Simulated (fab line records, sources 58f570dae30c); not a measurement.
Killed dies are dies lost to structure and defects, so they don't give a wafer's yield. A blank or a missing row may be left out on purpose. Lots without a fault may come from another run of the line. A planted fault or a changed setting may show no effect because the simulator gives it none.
Which tool did it? | flow berkeley_cmos170 | 13 lots, 39 wafers sampled, at 6 steps of a route of 331

WHAT THE GAUGES READ, wafer by wafer
UCB170_PVT_OVL_MEAS_06.
lot  | measured     | on         | PVT_OVL (nm)
L862 | day 5 22:57  | overlay-02 | -14 -8 -8
L864 | day 6 07:41  | overlay-02 | -3 -4 -2
L865 | day 6 19:11  | overlay-02 | 5 -4 -3
L869 | day 7 00:32  | overlay-01 | -8 -9 -13
L867 | day 7 01:05  | overlay-01 | -3 -4 -1
L872 | day 7 18:11  | overlay-02 | -15 -10 -8
L870 | day 7 18:43  | overlay-01 | -5 -9 -3
L878 | day 8 22:58  | overlay-01 | 3 5 -7
L879 | day 9 04:39  | overlay-02 | -9 -4 -1
L881 | day 9 15:40  | overlay-01 | 5 10 3
L882 | day 9 15:53  | overlay-02 | 6 2 2
L884 | day 10 01:23 | overlay-01 | 5 -7 -1
L885 | day 10 01:39 | overlay-01 | -5 -4 -4

UCB170_PLDD_CD_MEAS_06: target cd 1200 nm.
lot  | measured     | on        | cd_nm (nm)
L862 | day 6 14:00  | cd_sem-01 | 1200.0 1199.9 1198.8
L864 | day 7 00:48  | cd_sem-02 | 1199.3 1199.1 1200.4
L865 | day 7 06:52  | cd_sem-02 | 1200.3 1200.8 1200.8
L869 | day 7 11:25  | cd_sem-01 | 1202.2 1200.9 1201.2
L867 | day 7 10:52  | cd_sem-02 | 1199.5 1199.8 1199.4
L872 | day 8 08:59  | cd_sem-01 | 1199.1 1201.0 1199.9
L870 | day 8 09:14  | cd_sem-02 | 1198.8 1201.4 1200.0
L878 | day 9 11:07  | cd_sem-01 | 1200.7 1200.1 1198.0
L879 | day 9 20:51  | cd_sem-01 | 1199.2 1199.2 1198.0
L881 | day 10 03:53 | cd_sem-01 | 1201.3 1201.5 1200.3
L882 | day 10 04:14 | cd_sem-01 | 1200.0 1200.2 1201.8
L884 | day 10 11:57 | cd_sem-02 | 1201.5 1201.2 1201.8
L885 | day 10 12:24 | cd_sem-01 | 1201.7 1200.1 1201.7

UCB170_M2_OVL_MEAS_16.
lot  | measured     | on         | M2_OVL (nm)
L862 | day 7 20:59  | overlay-02 | -1 -2 -4
L864 | day 8 07:26  | overlay-01 | -3 -5 -2
L865 | day 8 18:14  | overlay-02 | -3 -4 -5
L869 | day 8 17:58  | overlay-02 | 3 0 -2
L867 | day 8 18:46  | overlay-02 | -8 -5 -4
L872 | day 9 15:43  | overlay-02 | -12 -17 -15
L870 | day 9 15:50  | overlay-01 | 3 -1 0
L878 | day 10 17:00 | overlay-02 | -10 -5 -9
L879 | day 11 07:22 | overlay-01 | -14 -14 -11
L881 | day 11 21:53 | overlay-02 | 8 -2 11
L882 | day 11 21:20 | overlay-01 | -6 -8 -4
L884 | day 11 22:37 | overlay-01 | -2 -10 -7
L885 | day 11 22:20 | overlay-01 | -4 -4 -4

UCB170_M3_CD_MEAS_90: target cd 700 nm.
lot  | measured     | on        | cd_nm (nm)
L862 | day 8 02:34  | cd_sem-01 | 704.0 698.7 700.4
L864 | day 8 13:56  | cd_sem-02 | 703.8 701.4 700.5
L865 | day 9 01:32  | cd_sem-01 | 697.3 695.4 697.6
L869 | day 9 00:46  | cd_sem-02 | 704.5 701.8 702.5
L867 | day 9 01:51  | cd_sem-02 | 703.0 700.8 700.4
L872 | day 10 00:14 | cd_sem-01 | 696.9 696.7 697.7
L870 | day 9 23:52  | cd_sem-02 | 684.7 683.3 684.3 684.1 683.1 684.3
L878 | day 10 22:56 | cd_sem-02 | 692.0 695.1 693.4
L879 | day 11 12:53 | cd_sem-02 | 697.0 695.5 697.2
L881 | day 12 05:52 | cd_sem-01 | 694.9 698.3 695.5
L882 | day 12 04:23 | cd_sem-01 | 697.6 696.9 698.5
L884 | day 12 07:09 | cd_sem-01 | 699.5 699.2 701.0
L885 | day 12 06:12 | cd_sem-01 | 695.2 694.1 693.3

WHICH TOOL RAN EACH LOT (tool, then ch and the chambers of the sampled wafers, then the start)
lot  | UCB170_M3_METAL_ETCH_18           | UCB170_M3_STRIP_19
L862 | rie_metal-03 ch 0,1, day 8 02:19  | plasma_asher-01 ch 0,1, day 8 02:28
L864 | rie_metal-03 ch 0,1, day 8 13:33  | plasma_asher-02 ch 0,1, day 8 13:44
L865 | rie_metal-02 ch 0,1, day 9 01:14  | plasma_asher-01 ch 0,1, day 9 01:25
L869 | rie_metal-03 ch 0,1, day 9 00:30  | plasma_asher-02 ch 0,1, day 9 00:40
L867 | rie_metal-03 ch 0,1, day 9 01:34  | plasma_asher-04 ch 0,1, day 9 01:45
L872 | rie_metal-02 ch 0,1, day 9 23:57  | plasma_asher-01 ch 0,1, day 10 00:08
L870 | rie_metal-03 ch 1, day 9 23:24    | plasma_asher-02 ch 0,1, day 9 23:46
L878 | rie_metal-02 ch 0,1, day 10 22:40 | plasma_asher-02 ch 0,1, day 10 22:49
L879 | rie_metal-02 ch 0,1, day 11 12:36 | plasma_asher-02 ch 0,1, day 11 12:47
L881 | rie_metal-04 ch 0,1, day 12 05:12 | plasma_asher-04 ch 0,1, day 12 05:23
L882 | rie_metal-02 ch 0,1, day 12 04:08 | plasma_asher-04 ch 0,1, day 12 04:17
L884 | rie_metal-04 ch 0,1, day 12 06:52 | plasma_asher-04 ch 0,1, day 12 07:03
L885 | rie_metal-02 ch 0,1, day 12 05:48 | plasma_asher-02 ch 0,1, day 12 05:59
- UCB170_M3_METAL_ETCH_18: etches Al in Cl2/BCl3, stops on SiO2, target depth 1170 nm, time 195 s.
- UCB170_M3_STRIP_19: strips in O2.

WHAT THE TOOLS THEMSELVES READ (means of the sampled wafers that have a number; where no wafer has one, the mark that the record gives instead)
UCB170_M3_METAL_ETCH_18.
lot  | tool         | drypump_motor_current_A (A) | oes_product_au (a.u.) | rf_fwd_power_W (W) | throttle_valve_pct (%)
L862 | rie_metal-03 | 5.6                         | 0.848                 | 599.9              | 24.42
L864 | rie_metal-03 | 5.6                         | 0.843                 | 599.5              | 24.42
L865 | rie_metal-02 | 6.4                         | 0.859                 | 597.2              | 24.64
L869 | rie_metal-03 | 5.6                         | 0.840                 | 597.2              | 24.43
L867 | rie_metal-03 | 5.7                         | 0.844                 | 601.0              | 24.42
L872 | rie_metal-02 | 6.5                         | 0.856                 | 597.9              | 24.65
L870 | rie_metal-03 | 6.1                         | 0.850                 | 597.6              | 24.27
L878 | rie_metal-02 | 6.4                         | 0.868                 | 598.0              | 24.63
L879 | rie_metal-02 | 6.2                         | 0.862                 | 595.0              | 24.50
L881 | rie_metal-04 | 5.5                         | 0.870                 | 598.0              | 24.47
L882 | rie_metal-02 | 6.3                         | 0.856                 | 596.4              | 24.51
L884 | rie_metal-04 | 5.3                         | 0.860                 | 601.4              | 24.61
L885 | rie_metal-02 | 6.4                         | 0.861                 | 598.5              | 24.64

UCB170_M3_STRIP_19.
lot  | tool            | drypump_motor_current_A (A) | oes_product_au (a.u.)
L862 | plasma_asher-01 | 5.9                         | 0.545
L864 | plasma_asher-02 | 5.4                         | 0.552
L865 | plasma_asher-01 | 6.2                         | 0.528
L869 | plasma_asher-02 | 5.6                         | 0.546
L867 | plasma_asher-04 | 5.8                         | 0.544
L872 | plasma_asher-01 | 6.2                         | 0.540
L870 | plasma_asher-02 | 5.5                         | 0.313
L878 | plasma_asher-02 | 5.4                         | 0.537
L879 | plasma_asher-02 | 5.6                         | 0.535
L881 | plasma_asher-04 | 5.7                         | 0.538
L882 | plasma_asher-04 | 5.7                         | 0.524
L884 | plasma_asher-04 | 5.7                         | 0.527
L885 | plasma_asher-02 | 5.4                         | 0.530

THE ANSWER, worked out from the rows above alone
Rule: what is usual is taken from the lots themselves. Put in order of their means at a reading, lots are off if they are a third of the lots or fewer, leave a main group of 4 or more, and stand apart from it by a gap of 3 or more times the standard deviation of the main group's means; of several such gaps the widest counts. A main group whose means are all the same, to the digits that the tables above print for the reading, isn't used. A lot without any number at a reading at which 4 lots or more have one is off too. The other lots that the step has rows for count as sound. The gauges are gone through in route order, then the tools' own readings, and for those a lot's mean is taken as printed above. The first step at which some lot is off is used, and at that step the reading that is off furthest; a lot without a number counts as furthest.
Off: L870, at UCB170_M3_CD_MEAS_90 (cd_nm). The main group: mean 698.3 nm, standard deviation 3.
A tool fits if, at a process step before that reading, it ran every lot that is off, and no sound lot after the first of them. The gauges at UCB170_M3_CD_MEAS_90 aren't tried: what is off there is off at UCB170_M3_STRIP_19 too, on other tools, and a gauge's error can't cause that. One fits: rie_metal-03 at UCB170_M3_METAL_ETCH_18. Its last sound lot is L867 (day 9 01:34), its first lot that is off L870 (day 9 23:24): a fault that began between those two fits.

WHAT THE SIMULATOR HAD PUT IN
Process parameter drift: rie_metal-03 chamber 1, from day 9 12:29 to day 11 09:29, at UCB170_M3_METAL_ETCH_18. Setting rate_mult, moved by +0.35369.
Lots struck among those shown: L870. The rule above found the same.
